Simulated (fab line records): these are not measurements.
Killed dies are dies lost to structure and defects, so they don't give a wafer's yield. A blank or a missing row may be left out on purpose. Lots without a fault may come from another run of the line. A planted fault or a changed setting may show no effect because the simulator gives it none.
Which of the tools did it? || flow berkeley-cmos170 || 7 lots with 21 wafers sampled at 4 steps, on a route of 331 steps

== WHAT EACH GAUGE READ, for each wafer ==
UCB170_PSD_TW_MEAS_10.
{"lot": "L426", "measured": "day 8 00:45", "on": "film-metro-02", "PSD_TW": "2869 2864 2865"}
{"lot": "L425", "measured": "day 8 01:07", "on": "film-metro-01", "PSD_TW": "2817 2825 2838"}
{"lot": "L436", "measured": "day 10 10:30", "on": "film-metro-01", "PSD_TW": "2327 2336 2315"}
{"lot": "L438", "measured": "day 10 10:58", "on": "film-metro-02", "PSD_TW": "2324 2326 2325"}
{"lot": "L443", "measured": "day 11 01:35", "on": "film-metro-01", "PSD_TW": "2308 2300 2305"}
{"lot": "L444", "measured": "day 11 14:41", "on": "film-metro-04", "PSD_TW": "2331 2331 2336"}
{"lot": "L446", "measured": "day 12 06:12", "on": "film-metro-04", "PSD_TW": "2342 2334 2331"}

== WHICH TOOL RAN EACH LOT (tool, then ch and the chambers of the sampled wafers, then the start) ==
{"lot": "L426", "UCB170_PLDD_STRIP_10": "plasma-asher-04 ch 0,1, day 7 14:13", "UCB170_PSD_IMPLANT_08": "implanter-03 ch 0, day 8 00:12", "UCB170_PSD_STRIP_09": "plasma-asher-03 ch 0,1, day 8 00:38"}
{"lot": "L425", "UCB170_PLDD_STRIP_10": "plasma-asher-04 ch 0,1, day 7 14:28", "UCB170_PSD_IMPLANT_08": "implanter-04 ch 0, day 8 00:34", "UCB170_PSD_STRIP_09": "plasma-asher-02 ch 0,1, day 8 01:00"}
{"lot": "L436", "UCB170_PLDD_STRIP_10": "plasma-asher-04 ch 0,1, day 10 02:09", "UCB170_PSD_IMPLANT_08": "implanter-03 ch 0, day 10 10:17", "UCB170_PSD_STRIP_09": "plasma-asher-02 ch 0,1, day 10 10:25"}
{"lot": "L438", "UCB170_PLDD_STRIP_10": "plasma-asher-04 ch 0,1, day 10 02:38", "UCB170_PSD_IMPLANT_08": "implanter-04 ch 0, day 10 10:44", "UCB170_PSD_STRIP_09": "plasma-asher-03 ch 0,1, day 10 10:52"}
{"lot": "L443", "UCB170_PLDD_STRIP_10": "plasma-asher-04 ch 0,1, day 10 16:36", "UCB170_PSD_IMPLANT_08": "implanter-03 ch 0, day 11 01:22", "UCB170_PSD_STRIP_09": "plasma-asher-02 ch 0,1, day 11 01:29"}
{"lot": "L444", "UCB170_PLDD_STRIP_10": "plasma-asher-04 ch 0,1, day 11 04:02", "UCB170_PSD_IMPLANT_08": "implanter-01 ch 0, day 11 14:26", "UCB170_PSD_STRIP_09": "plasma-asher-03 ch 0,1, day 11 14:34"}
{"lot": "L446", "UCB170_PLDD_STRIP_10": "plasma-asher-04 ch 1, day 11 22:02", "UCB170_PSD_IMPLANT_08": "implanter-01 ch 0, day 12 05:58", "UCB170_PSD_STRIP_09": "plasma-asher-02 ch 0,1, day 12 06:05"}
- UCB170_PLDD_STRIP_10: strips in O2.
- UCB170_PSD_IMPLANT_08
- UCB170_PSD_STRIP_09: strips in O2.

== THE ANSWER, worked out from the rows above alone ==
Rule: the lots themselves supply what counts as usual. The widest of any qualifying gaps counts: lots, ordered by their means at a reading, are off when they make up no more than a third of the lots, leave a main group of 4 or more, and stand apart from it by 3 or more times the standard deviation of that group's means. If all means in a main group match to the digits the tables above print for the reading, that group is not used. Also off: a lot with no number at a reading for which 4 or more lots have one. The other lots that the step has rows for count as sound.
Off: L426, L425, seen at UCB170_PSD_TW_MEAS_10 (PSD_TW). For the main group the mean is 2325 and the standard deviation 11.
A tool fits if, at a process step before that reading, it ran every lot that is off, and no sound lot after the first of them. The gauges at UCB170_PSD_TW_MEAS_10 are tried like those tools. Not one of the candidates tried fits.

== WHAT HAD BEEN PUT IN BY THE SIMULATOR ==
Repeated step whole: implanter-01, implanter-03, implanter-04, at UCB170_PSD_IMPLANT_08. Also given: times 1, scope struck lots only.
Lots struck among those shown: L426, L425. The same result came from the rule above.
